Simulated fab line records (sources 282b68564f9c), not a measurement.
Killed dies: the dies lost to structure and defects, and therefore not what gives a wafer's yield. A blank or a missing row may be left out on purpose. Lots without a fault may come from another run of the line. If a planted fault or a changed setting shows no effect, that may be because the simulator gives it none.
A struck lot beside a sound one    flow rit-cmos    30 steps out of a route of 202
Sound: wafers L943.1, L943.2, L943.4. Struck: wafer L938.2 (left out: L938.1, L938.6 of the same lot, which were not struck); the cause appears at the end.
Order at every step that has rows: each side's tool, ch and its chambers, its first start. Under that, the readings that differ: sound wafers    struck wafers    difference of the means    sigmas: that difference in standard deviations of wafers without a fault.
alike: a reading whose means differ by less than 2 such deviations, as well as words and numbers matching on both sides. not compared: withheld readings; readings where some wafer has no value; bounds like >300 that might hide an equal value; numbers whose values overlap and for which the record gives no deviation.
Wherever a step has rows on one side only, a row that says differs or no value, or a row with sigmas, the two part there. Numbers that have no deviation but don't overlap get no sigmas and don't part them. A reading that every wafer of one side lacks parts them only if that side has two wafers or more.

first, 6 steps without rows for these wafers: RIT_SDANNEAL_RTA_03 (time 5 s); RIT_SILICIDE_WET_ETCH_00 (etches SiO2 in BOE, target depth 14 nm, time 15 s); RIT_SILICIDE_SPUTTER_01 (material Ti, target thk 30 nm, time 240 s); RIT_SILICIDE_RTA_04 (time 10 s, ramp up 5 s, ramp down 5 s); RIT_SILICIDE_WET_ETCH_05 (etches Ti in SPM, time 120 s); RIT_SILICIDE_RTA_06 (time 10 s, ramp up 5 s, ramp down 10 s).
RIT_CONTACT_CVD_00: deposits SiO2 from TEOS, target thk 400 nm, time 61 s.
  sound on pecvd-04 ch 1,2, day 7 03:10; struck on pecvd-03 ch 2, day 6 01:07
reading                                   sound              struck  difference  sigmas
heater-power-w (W)                        242 505 502        240     -176        -3
run-length-s (s)                          88.7 89.1 88.6     69.9    -18.9       -42
model.SiO2_of_CONTACT_CVD_00.thk-nm (nm)  389.5 391.5 397.8  272.3   -120.6      
  not compared: since-wet-clean-h
RIT_CONTACT_THK_MEAS_01:
  sound on film-metro-04 at day 7 03:13; struck on film-metro-02 at day 6 01:11
reading                sound        struck  difference  sigmas
CONTACT_TEOS_THK (nm)  389 392 398  272     -121        -21
then, 7 steps without rows for these wafers: RIT_CONTACT_HMDS_02 (prime time 60 s); RIT_CONTACT_COAT_03 (resist thk 1000 nm); RIT_CONTACT_SOFTBAKE_04 (time 60 s); RIT_CONTACT_EXPOSE_05 (exposes mask M11, target cd 1000 nm); RIT_CONTACT_PEB_06; RIT_CONTACT_DEVELOP_07 (develop time 120 s); RIT_CONTACT_HARDBAKE_10 (time 60 s).
RIT_CONTACT_ETCH_11: etches SiO2 in CHF3/CF4/Ar, stops on TiSi2, target depth 480 nm, time 320 s.
  sound on rie-diel-01 ch 0,2,3, day 7 04:40; struck on rie-diel-01 ch 1, day 6 02:31
reading                              sound              struck  difference  sigmas
rf-hours-counter-h (h)               98 133 76          148     +46         
model.CONTACT.feature-depth-nm (nm)  389.5 391.5 397.8  272.3   -120.6      
model.etch.depth-nm (nm)             389.5 391.5 397.8  272.3   -120.6      
  alike: O2_flow_sccm, drypump-motor-current-A, oes-product-au, throttle-valve-pct
then, 11 steps without rows for these wafers: RIT_CONTACT_STRIP_12 (strips in O2, time 180 s); RIT_CONTACT_CLEAN_13 (cleans in SC1, time 600 s); RIT_CONTACT_CLEAN_14 (cleans in SC2, time 600 s); RIT_M1_SPUTTER_00 (material Al, target thk 400 nm, time 500 s); RIT_M1_HMDS_03 (prime time 60 s); RIT_M1_COAT_04 (resist thk 1300 nm); RIT_M1_SOFTBAKE_05 (time 60 s); RIT_M1_EXPOSE_06 (exposes mask M12, target cd 2600 nm); RIT_M1_PEB_07; RIT_M1_DEVELOP_08 (develop time 68 s); RIT_M1_HARDBAKE_11 (time 120 s).
RIT_M1_METAL_ETCH_12: etches Al in Cl2/BCl3, stops on SiO2, time 165 s, target depth 600 nm.
  sound on rie-metal-01 ch 0, day 7 07:38; struck on rie-metal-01 ch 0, day 6 05:17
reading                                   sound              struck  difference  sigmas
model.SiO2_of_CONTACT_CVD_00.thk-nm (nm)  352.5 354.8 360.7  235.4   -120.6      
  alike: drypump-motor-current-A, oes-product-au, throttle-valve-pct
  not compared: rf-hours-counter-h
then, 1 step without rows for these wafers: RIT_M1_STRIP_13 (strips in nmp, time 600 s).
RIT_M1_PROBE_99:
  sound on prober-02 at day 7 10:04; struck on prober-01 at day 6 08:43
reading                                                  sound                 struck  difference  sigmas
model.etest.field-p-metal.vt-v (V)                       -28.66 -27.99 -29.64  -22.72  +6.04       
model.etest.nmos_0p15.junction-log10-a-um                -13.6 -13.56 -13.59   -12.22  +1.36       
model.etest.nmos-narrow.off-log10-a-um                   -13.15 -13.2 -13.23   -12.19  +1.00       
model.etest.nmos_0p3.off-log10-a-um                      -13.01 -12.96 -13.02  -12.17  +0.83       
model.etest.gate-end-array.leak-log10-a-um               -12.91 -12.88 -12.86  -11.96  +0.92       
model.etest.contact-diode-array.leak-log10-a (angstrom)  -9.439 -9.41 -9.483   -8.788  +0.656      
model.etest.pmos_0p15.junction-log10-a-um                -13.88 -13.81 -13.79  -13.13  +0.70       
model.etest.pmos_0p3.off-log10-a-um                      -13 -12.98 -12.94     -12.77  +0.20       
  alike: killed-at-front-end, killed-dies, killed-open, killed-short

WHERE THEY PART
Last at RIT_CONTACT_THK_MEAS_01 as far as this record goes, first at RIT_CONTACT_CVD_00. Later steps at which nothing parts them and some readings are alike: RIT_CONTACT_ETCH_11, RIT_M1_METAL_ETCH_12, RIT_M1_PROBE_99.

WHY: what had been put in by the simulator
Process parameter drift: pecvd-03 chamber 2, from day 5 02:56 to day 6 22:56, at RIT_CONTACT_CVD_00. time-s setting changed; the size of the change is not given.
